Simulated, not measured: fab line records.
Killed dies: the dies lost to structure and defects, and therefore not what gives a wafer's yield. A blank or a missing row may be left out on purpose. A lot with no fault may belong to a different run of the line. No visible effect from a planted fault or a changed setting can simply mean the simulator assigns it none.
Commonality check across tools | flow rit cmos | 14 lots and 42 wafers in the sample

REASON FOR OPENING
At RIT_NLDD_TW_MEAS_10 the reading NLDD_TW is flagged on 2 of 14 lots. Wafers without a fault read 2502, standard deviation 16.
Rule: a lot is flagged in two cases, either no wafer of it has a number, or all its wafers with numbers fall more than 4 standard deviations from that mean. The rest of the lots are taken to be sound.

lot  | measured    | on            | NLDD_TW, wafer by wafer | flag
L170 | day 2 18:50 | film metro-02 | 2483 2490 2472          |
L171 | day 2 23:40 | film metro-03 | 2519 2506 2534          |
L172 | day 3 04:37 | film metro-02 | 2465 2487 2483          |
L173 | day 3 07:47 | film metro-03 | 2518 2529 2538          |
L176 | day 4 00:11 | film metro-03 | 2493 2516 2502          |
L178 | day 4 10:25 | film metro-02 | 2704 2703 2703          | FLAGGED
L182 | day 5 07:20 | film metro-02 | 2721 2714 2708          | FLAGGED
L185 | day 5 20:02 | film metro-01 | 2493 2498 2501          |
L186 | day 6 01:28 | film metro-02 | 2483 2508 2476          |
L187 | day 6 08:59 | film metro-03 | 2526 2533 2525          |
L190 | day 6 22:28 | film metro-02 | 2498 2493 2499          |
L191 | day 7 02:12 | film metro-01 | 2515 2506 2516          |
L192 | day 7 08:17 | film metro-02 | 2509 2488 2500          |
L193 | day 7 14:29 | film metro-01 | 2483 2506 2497          |
On average the flagged lots' numbers are 2709, which is +207 against the usual, or +13 standard deviations.

WHICH TOOL EACH LOT WENT THROUGH
The record holds 1 process step before the reading, out of a route of 202 steps. Read each cell as the tool, then ch plus the chambers that the sampled wafers visited, then the start.
lot  | flag    | RIT_NLDD_IMPLANT_08
L170 |         | implanter-04 ch 0, day 2 18:31
L171 |         | implanter-02 ch 0, day 2 23:22
L172 |         | implanter-02 ch 0, day 3 04:19
L173 |         | implanter-04 ch 0, day 3 07:28
L176 |         | implanter-04 ch 0, day 3 23:53
L178 | FLAGGED | implanter-04 ch 0, day 4 10:05
L182 | FLAGGED | implanter-04 ch 0, day 5 07:02
L185 |         | implanter-02 ch 0, day 5 19:43
L186 |         | implanter-03 ch 0, day 6 01:10
L187 |         | implanter-02 ch 0, day 6 08:40
L190 |         | implanter-03 ch 0, day 6 22:10
L191 |         | implanter-03 ch 0, day 7 01:53
L192 |         | implanter-02 ch 0, day 7 07:57
L193 |         | implanter-03 ch 0, day 7 14:10
What is done by these steps:
- RIT_NLDD_IMPLANT_08
- RIT_NLDD_TW_MEAS_10

FLAGGED OVER TOTAL, TOOL BY TOOL (the gauges that took the reading come last)
step                | tool          | lots run | flagged | share of the flagged lots | sound lots run after its first flagged lot
RIT_NLDD_IMPLANT_08 | implanter-02  | 5        | 0       | none                      | -
RIT_NLDD_IMPLANT_08 | implanter-03  | 4        | 0       | none                      | -
RIT_NLDD_IMPLANT_08 | implanter-04  | 5        | 2       | all                       | 0
RIT_NLDD_TW_MEAS_10 | film metro-01 | 3        | 0       | none                      | -
RIT_NLDD_TW_MEAS_10 | film metro-02 | 7        | 2       | all                       | 3 (L186,L190,L192)
RIT_NLDD_TW_MEAS_10 | film metro-03 | 4        | 0       | none                      | -

WHAT IS ALLOWED BY THE TABLE
implanter-04 at RIT_NLDD_IMPLANT_08 and film metro-02 at RIT_NLDD_TW_MEAS_10 are the 2 rows of the table that ran each flagged lot.
- implanter-04 at RIT_NLDD_IMPLANT_08: 2 of its 5 lots flagged. A fault beginning between L176 (day 3 23:53), its last sound lot, and L178 (day 4 10:05), its first flagged one, fits the data. Its own readings lie more than 4 standard deviations out on every wafer of the flagged lots: dose ions cm2, faraday current uA.
- film metro-02 at RIT_NLDD_TW_MEAS_10: 2 of its 7 lots flagged. Sound lots ran on it after the first flagged one (L186, L190, L192), which a lasting fault on the whole tool wouldn't allow.
What remains is a single tool, implanter-04 at RIT_NLDD_IMPLANT_08.

WHAT HAD BEEN PUT IN BY THE SIMULATOR
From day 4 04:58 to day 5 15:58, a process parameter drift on implanter-04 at RIT_NLDD_IMPLANT_08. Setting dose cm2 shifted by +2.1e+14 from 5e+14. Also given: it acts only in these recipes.
Shown lots that were struck: L178, L182. The rule given above showed the same thing.
